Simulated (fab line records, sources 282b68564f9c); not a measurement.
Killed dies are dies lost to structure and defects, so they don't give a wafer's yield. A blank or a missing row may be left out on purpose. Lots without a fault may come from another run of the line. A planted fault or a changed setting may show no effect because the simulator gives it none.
Split-lot experiment | flow rit_cmos | 5 lots, 23 wafers read, on a route of 202 steps

THE SPLIT
At RIT_ACTIVE_DEVELOP_10 (develop time 50 s), the setting develop_time_s was moved away from the recipe's 50 s on 7 of the 23 wafers read, by -14.3% to -7.4%. The other wafers ran this setting at the recipe's value.

FROM THE SPLIT TO THE READING: what the file shows between them, 4 steps
- RIT_ACTIVE_CD_MEAS_11: target cd 1400 nm
- RIT_ACTIVE_HARDBAKE_12: time 60 s
- RIT_ACTIVE_ETCH_13: etches Si3N4 in SF6, stops on SiO2, time 210 s, target depth 210 nm
- RIT_ACTIVE_STRIP_14: strips in O2, time 180 s

THE READING
cd_nm, in nm, at RIT_ACTIVE_CD_MEAS_90 (target cd 1400 nm). Fault-free wafers of this fab line usually give 1399.8 nm, standard deviation 2.2 nm.

wafer  | tool, chamber at the split | develop_time_s as run, s | against the recipe | cd_nm, nm | against lot-mates on the recipe
L078.1 | litho_track-02, 0          | 50                       | recipe             | 1400.0    | -
L078.2 | litho_track-02, 0          | 50                       | recipe             | 1401.2    | -
L078.3 | litho_track-02, 0          | 50                       | recipe             | 1398.5    | -
L078.5 | litho_track-02, 0          | 50                       | recipe             | 1398.5    | -
L078.6 | litho_track-02, 0          | 50                       | recipe             | 1397.8    | -
L080.3 | litho_track-02, 0          | 50                       | recipe             | 1396.7    | -
L080.4 | litho_track-02, 0          | 50                       | recipe             | 1394.2    | -
L080.6 | litho_track-02, 0          | 50                       | recipe             | 1397.8    | -
L082.1 | litho_track-02, 0          | 42.91                    | -14.2%             | 1416.9    | +16.9
L082.2 | litho_track-02, 0          | 50                       | recipe             | 1400.2    | -
L082.3 | litho_track-02, 0          | 42.91                    | -14.2%             | 1414.5    | +14.5
L082.4 | litho_track-02, 0          | 50                       | recipe             | 1399.9    | -
L082.6 | litho_track-02, 0          | 50                       | recipe             | 1399.8    | -
L083.1 | litho_track-01, 0          | 42.85                    | -14.3%             | 1414.2    | +16.4
L083.2 | litho_track-01, 0          | 50                       | recipe             | 1396.9    | -
L083.3 | litho_track-01, 0          | 50                       | recipe             | 1398.1    | -
L083.5 | litho_track-01, 0          | 42.85                    | -14.3%             | 1413.0    | +15.2
L083.6 | litho_track-01, 0          | 50                       | recipe             | 1398.4    | -
L085.1 | litho_track-02, 0          | 50                       | recipe             | 1402.6    | -
L085.2 | litho_track-02, 0          | 46.28                    | -7.4%              | 1409.1    | +5.3
L085.4 | litho_track-02, 0          | 46.28                    | -7.4%              | 1411.8    | +8.0
L085.5 | litho_track-02, 0          | 50                       | recipe             | 1404.9    | -
L085.6 | litho_track-02, 0          | 46.28                    | -7.4%              | 1411.2    | +7.5

THE FIT
A straight line over all 23 wafers: cd_nm changes by -1.15 nm for each +1% of develop_time_s; r = -0.93; the points scatter about the line by 2.5 nm.
The same after taking each lot's own level away (the mean of its wafers on the recipe; 23 wafers): -1.09 nm for each +1%; r = -0.98; scatter 1.2 nm.
On that fit, the largest move of develop_time_s shifts the reading by 16 nm.
The lots' own levels span 1396.23 to 1403.75 nm, that is 3.4 times the standard deviation above.
So the lot-to-lot level changes the slope little: the two slopes agree.
Check: with one of the wafers moved furthest among these (-14.3%) left out of the fit, the line predicts +15.2 nm for it against its lot-mates. It came out at +16.4 nm against them.

OTHER SPLITS ON THESE WAFERS
These wafers also went through other splits before the reading. Each is held against what the fit with the lots' levels taken away leaves over:
other split on the same wafers | wafers away from the commonest value | r with cd_nm (lot level and that fit taken away)
RIT_ACTIVE_OXIDATION_01 temp_c | 15                                   | +0.19

THE WHOLE CHAIN: every reading that the file lists as answering this split, in the file's order
step                  | what it does                                                        | reading                                                       | change (the file's fit)              | r (the file's)
RIT_ACTIVE_CD_MEAS_11 | target cd 1400 nm                                                   | cd_nm                                                         | -1.11 nm for each +1% of the setting | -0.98
RIT_ACTIVE_ETCH_13    | etches Si3N4 in SF6, stops on SiO2, time 210 s, target depth 210 nm | ACTIVE.cd_nm (the simulator's own value, which no gauge read) | -1.1 nm for each +1% of the setting  | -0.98
RIT_ACTIVE_CD_MEAS_90 | target cd 1400 nm                                                   | cd_nm                                                         | -1.09 nm for each +1% of the setting | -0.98

THE FILE'S OWN FIT
cd_nm changes by -1.09 nm for each +1% of develop_time_s, r = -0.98.
